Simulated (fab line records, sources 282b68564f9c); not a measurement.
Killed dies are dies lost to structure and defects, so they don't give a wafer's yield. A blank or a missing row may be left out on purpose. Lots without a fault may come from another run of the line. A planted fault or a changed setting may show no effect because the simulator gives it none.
A struck lot beside a sound one | flow rit_cmos | 17 steps out of a route of 202
Sound: wafers L874.1, L874.3, L874.4. Struck: wafers L877.1, L877.3, L877.4. The cause comes at the end.
At each step with rows: each side's tool, then ch and its chambers, then its first start. Under that, the readings that differ: sound wafers | struck wafers | difference of the means | sigmas: that difference in standard deviations of wafers without a fault.
alike: readings whose means differ by less than 2 such deviations, and words and numbers that are the same on both sides. not compared: withheld readings, readings that some wafer has no value for, bounds like >300 that may hide the same value, and numbers for which the record gives no deviation and whose values overlap.
The two part at a step that has a row with sigmas, a row that says differs or no value, or rows on one side only. Numbers that don't overlap but have no deviation are shown without sigmas and don't part them. A reading that every wafer of one side lacks parts them only if that side has two wafers or more.

first, 2 steps without rows for these wafers: RIT_NRETRO_HARDBAKE_07 (time 120 s); RIT_NRETRO_IMPLANT_08.
RIT_NRETRO_STRIP_09: strips in O2, time 180 s.
  sound on plasma_asher-01 ch 0,1, day 2 17:41; struck on plasma_asher-02 ch 0,1, day 3 07:36
  alike: drypump_motor_current_A
  not compared: rf_hours_counter_h
RIT_NRETRO_TW_MEAS_10:
  sound on film_metro-02, day 2 17:52; struck on film_metro-04, day 3 07:47
  alike: NRETRO_TW
then, 6 steps without rows for these wafers: RIT_PRETRO_HMDS_00 (prime time 60 s); RIT_PRETRO_COAT_01 (resist thk 1300 nm); RIT_PRETRO_SOFTBAKE_02 (time 60 s); RIT_PRETRO_EXPOSE_03 (exposes mask M5, target cd 43700 nm); RIT_PRETRO_PEB_04; RIT_PRETRO_DEVELOP_05 (develop time 68 s).
RIT_PRETRO_OVL_MEAS_06:
  sound on overlay-02, day 2 18:48; struck on overlay-02, day 3 08:43
  alike: PRETRO_OVL
then, 1 step without rows for these wafers: RIT_PRETRO_HARDBAKE_07 (time 120 s).
RIT_PRETRO_IMPLANT_08:
  sound on implanter-04 ch 0, day 2 19:05; struck on implanter-04 ch 0, day 3 09:00
  reading            | sound                            | struck                        | difference | sigmas
  dose_ions_cm2      | 1.1986e+13 1.1995e+13 1.1998e+13 | 6.604e+12 6.599e+12 6.607e+12 | -5.390e+12 | -99 or more
  faraday_current_uA | 37.8 37.7 38.8                   | 21.4 20.6 21.5                | -16.9      | -25
RIT_PRETRO_STRIP_09: strips in O2, time 180 s.
  sound on plasma_asher-02 ch 0,1, day 2 19:14; struck on plasma_asher-04 ch 0,1, day 3 09:09
  alike: drypump_motor_current_A
  not compared: rf_hours_counter_h
RIT_PRETRO_TW_MEAS_10:
  sound on film_metro-03, day 2 19:25; struck on film_metro-02, day 3 09:20
  reading   | sound       | struck      | difference | sigmas
  PRETRO_TW | 469 467 471 | 394 394 395 | -75        | -18
then, 1 step without rows for these wafers: RIT_GATE_WET_ETCH_00 (etches SiO2 in BOE, target depth 56 nm, time 60 s).
RIT_M1_PROBE_99:
  sound on prober-02, day 4 01:13; struck on prober-01, day 4 14:02
  reading                                    | sound                | struck              | difference | sigmas
  killed_at_M0_to_M3                         | 0 0 0                | 0 0 2               | +1         | +3
  model.etest.nmos_0p3.r_on_ohm_um           | 2172 2132 2150       | 1940 1922 1990      | -201       |
  model.etest.nmos_0p15.r_on_ohm_um          | 1131 1120 1143       | 1036 1059 1084      | -72        |
  model.etest.nmos_turned.drive_ua_um        | 334.3 321.2 331.9    | 413.6 412.8 400.9   | +80.0      |
  model.etest.nmos_0p15.drive_ua_um          | 463.2 454.2 461      | 537.2 543.7 543.8   | +82.1      |
  model.etest.nmos_narrow.drive_ua_um        | 228.5 233.1 231.7    | 279 287.4 281.9     | +52        |
  model.etest.nmos_0p3.drive_ua_um           | 221.2 224.9 226.3    | 271.1 277.1 272.2   | +49.3      |
  model.etest.nmos_0p15.off_log10_a_um       | -10.34 -10.62 -10.61 | -8.602 -8.588 -8.34 | +2.013     |
  model.etest.retro_edge_nmos.off_log10_a_um | -10.29 -10.58 -10.61 | -8.553 -8.41 -8.217 | +2.100     |
  alike: killed_at_contacts, killed_at_front_end, killed_dies, killed_open, killed_short

WHERE THEY PART
First at RIT_PRETRO_IMPLANT_08; last, within this record, at RIT_M1_PROBE_99.

WHY: what the simulator had put in
Process parameter drift: implanter-04, from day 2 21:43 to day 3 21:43, at RIT_PRETRO_IMPLANT_08. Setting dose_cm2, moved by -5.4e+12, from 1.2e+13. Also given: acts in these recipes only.
